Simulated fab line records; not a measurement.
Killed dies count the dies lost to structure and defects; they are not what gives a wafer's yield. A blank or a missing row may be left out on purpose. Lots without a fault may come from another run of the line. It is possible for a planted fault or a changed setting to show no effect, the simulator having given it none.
What tool caused it?    flow ritCmos    39 wafers from 13 lots sampled at 6 of the route's 202 steps

WHAT EACH GAUGE READ, for each wafer
RIT_PWELL_OVL_MEAS_06. Usual: PWELL_OVL -0.1 nm, standard deviation 1.6.
lot   measured     on          PWELL_OVL (nm)  flag
L939  day 2 01:07  overlay-02  -1.7 -0.1 -1.3  
L940  day 2 06:41  overlay-01  -0.3 -0.1 0.0   
L941  day 2 09:43  overlay-01  2.9 1.0 0.6     
L942  day 2 14:22  overlay-01  -0.8 1.4 -0.3   
L943  day 2 18:59  overlay-01  -1.3 -0.7 -0.8  
L946  day 3 09:52  overlay-02  -2.6 -0.5 -1.4  
L947  day 3 17:29  overlay-01  -2.4 0.4 -2.4   
L948  day 3 21:26  overlay-01  1.2 -0.2 0.7    
L953  day 4 22:03  overlay-01  -1.8 0.9 -2.9   
L956  day 5 13:27  overlay-02  1.3 -1.2 -0.5   
L958  day 6 07:05  overlay-02  -0.1 -2.0 -3.2  
L960  day 6 12:22  overlay-01  1.0 -0.2 1.4    
L961  day 6 12:41  overlay-02  1.6 -0.1 0.3    

RIT_PWELL_TW_MEAS_10. Usual: PWELL_TW 954, standard deviation 15.
lot   measured     on            PWELL_TW     flag
L939  day 2 01:44  filmMetro-01  941 942 932  
L940  day 2 07:18  filmMetro-01  940 938 940  
L941  day 2 10:20  filmMetro-04  963 960 964  
L942  day 2 14:59  filmMetro-03  963 967 973  
L943  day 2 19:37  filmMetro-01  938 942 944  
L946  day 3 10:28  filmMetro-03  858 861 863  OFF
L947  day 3 18:05  filmMetro-03  970 967 965  
L948  day 3 22:02  filmMetro-03  862 867 860  OFF
L953  day 4 22:40  filmMetro-01  932 932 939  
L956  day 5 14:04  filmMetro-04  958 951 959  
L958  day 6 07:47  filmMetro-04  958 954 961  
L960  day 6 13:08  filmMetro-03  968 966 967  
L961  day 6 13:22  filmMetro-01  942 933 940  

RIT_WELLDRIVE_RS_MEAS_02: a four-point-probe measurement. Usual: PWELL_RS 429.3 ohm/sq, standard deviation 1.1.
lot   measured     on            PWELL_RS (ohm/sq)  flag
L939  day 2 07:00  filmMetro-03  430.1 429.3 431.6  
L940  day 2 12:45  filmMetro-04  429.1 429.1 428.5  
L941  day 2 15:41  filmMetro-03  429.7 428.9 428.1  
L942  day 2 20:41  filmMetro-03  430.4 428.6 429.7  
L943  day 3 01:44  filmMetro-01  429.1 429.3 428.3  
L946  day 3 15:54  filmMetro-03  541.9 541.1 540.5  OFF
L947  day 4 00:34  filmMetro-01  427.7 427.8 428.7  
L948  day 4 03:33  filmMetro-03  543.1 542.9 543.7  OFF
L953  day 5 03:55  filmMetro-04  430.8 431.1 431.0  
L956  day 5 19:37  filmMetro-03  429.4 428.9 429.7  
L958  day 6 13:21  filmMetro-03  429.1 428.4 427.4  
L960  day 6 18:35  filmMetro-01  427.1 428.7 427.0  
L961  day 6 20:58  filmMetro-03  428.9 430.2 428.4  

RIT_NRETRO_TW_MEAS_10. Usual: NRETRO_TW 1044, standard deviation 10.
lot   measured     on            NRETRO_TW       flag
L939  day 2 08:44  filmMetro-01  1036 1039 1036  
L940  day 2 14:25  filmMetro-02  1047 1043 1044  
L941  day 2 17:28  filmMetro-01  1035 1040 1031  
L942  day 2 22:23  filmMetro-02  1043 1042 1045  
L943  day 3 03:20  filmMetro-02  1035 1042 1038  
L946  day 3 17:39  filmMetro-01  1028 1039 1034  
L947  day 4 02:10  filmMetro-02  1047 1041 1040  
L948  day 4 05:13  filmMetro-01  1030 1032 1038  
L953  day 5 05:40  filmMetro-02  1047 1048 1041  
L956  day 5 21:14  filmMetro-04  1059 1060 1063  
L958  day 6 15:00  filmMetro-02  1039 1037 1038  
L960  day 6 20:20  filmMetro-01  1033 1036 1038  
L961  day 6 22:42  filmMetro-01  1031 1031 1033  

RIT_NLDD_TW_MEAS_10. Usual: NLDD_TW 2472, standard deviation 25.
lot   measured     on            NLDD_TW         flag
L939  day 2 22:59  filmMetro-01  2465 2447 2460  
L940  day 3 03:01  filmMetro-02  2473 2470 2473  
L941  day 3 10:11  filmMetro-02  2480 2471 2469  
L942  day 3 10:50  filmMetro-04  2487 2498 2495  
L943  day 3 17:04  filmMetro-01  2456 2454 2447  
L946  day 4 06:10  filmMetro-01  2432 2441 2433  
L947  day 4 14:14  filmMetro-02  2474 2469 2460  
L948  day 4 17:20  filmMetro-01  2438 2449 2445  
L953  day 6 00:43  filmMetro-01  2450 2447 2461  
L956  day 6 13:28  filmMetro-04  2512 2507 2506  
L958  day 7 07:15  filmMetro-02  2466 2454 2470  
L960  day 7 11:20  filmMetro-04  2511 2512 2507  
L961  day 7 15:28  filmMetro-02  2468 2469 2477  

EACH LOT AND THE TOOL THAT RAN IT (in order: tool; ch and the chambers of the sampled wafers; start)
lot   RIT_PWELL_IMPLANT_08
L939  implanter-03 ch 0, day 2 01:25
L940  implanter-03 ch 0, day 2 06:59
L941  implanter-03 ch 0, day 2 10:02
L942  implanter-03 ch 0, day 2 14:41
L943  implanter-03 ch 0, day 2 19:18
L946  implanter-04 ch 0, day 3 10:08
L947  implanter-03 ch 0, day 3 17:46
L948  implanter-04 ch 0, day 3 21:44
L953  implanter-03 ch 0, day 4 22:20
L956  implanter-03 ch 0, day 5 13:44
L958  implanter-03 ch 0, day 6 07:23
L960  implanter-03 ch 0, day 6 12:49
L961  implanter-01 ch 0, day 6 13:03
- RIT_PWELL_IMPLANT_08

WHAT THE TOOLS THEMSELVES READ (means of the sampled wafers that have a number; where no wafer has one, the mark that the record gives instead)
RIT_PWELL_IMPLANT_08. Usual: doseIonsCm2 7e+13, standard deviation 6.7e+10; endStationPressureTorr 5.18e-06 Torr, standard deviation 2.8e-07; faradayCurrentUA 223, standard deviation 4.7.
lot   tool          doseIonsCm2  endStationPressureTorr (Torr)  faradayCurrentUA  flag
L939  implanter-03  7e+13        5.28e-06                       221               
L940  implanter-03  7e+13        5.21e-06                       225               
L941  implanter-03  7e+13        5.20e-06                       225               
L942  implanter-03  7e+13        5.30e-06                       220               
L943  implanter-03  7e+13        5.47e-06                       220               
L946  implanter-04  5e+13        5.51e-06                       153               OFF
L947  implanter-03  7e+13        5.29e-06                       220               
L948  implanter-04  5e+13        5.35e-06                       156               OFF
L953  implanter-03  7e+13        5.27e-06                       228               
L956  implanter-03  7e+13        5.05e-06                       221               
L958  implanter-03  7e+13        5.15e-06                       223               
L960  implanter-03  7e+13        5.32e-06                       223               
L961  implanter-01  7e+13        5.36e-06                       228               

THE ANSWER, worked out from the rows above alone
Rule: take the mean of a lot's wafers that have a number; if it is more than 3 standard deviations from the usual mean, the lot is off. Also off: a lot with no number at a reading for which 4 or more lots have one. Any other lot the step has rows for is counted as sound. Order of review: gauges by route order, followed by the tools' own readings, for which a lot's mean as printed above is used. The first step at which some lot is off is used, and at that step the reading that is off furthest; a lot without a number counts as furthest.
Off: at RIT_PWELL_TW_MEAS_10 (PWELL_TW), L946, L948.
If a tool, at a process step before that reading, ran all the lots that are off and no sound lot after the first of them, it fits. Not tried: the gauges at RIT_PWELL_TW_MEAS_10; whatever is off there is also off at RIT_PWELL_IMPLANT_08, on other tools, and gauge error can't account for it. One fits: implanter-04 at RIT_PWELL_IMPLANT_08. It ran no sound lot before its first lot that is off in this sample, so the start can't be narrowed down.
The tool's own readings at RIT_PWELL_IMPLANT_08 bear it out: on the lots that are off they differ by more than 5 times the standard deviation of the sound lots' means. doseIonsCm2 reads 5e+13 there against 7e+13 on the sound lots; faradayCurrentUA reads 154 there against 223 on the sound lots.

WHAT WAS PUT IN BY THE SIMULATOR
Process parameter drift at RIT_PWELL_IMPLANT_08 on implanter-04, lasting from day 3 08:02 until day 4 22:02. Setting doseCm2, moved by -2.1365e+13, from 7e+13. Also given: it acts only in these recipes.
Struck lots among those shown: L946, L948. This agrees with what the rule above found.
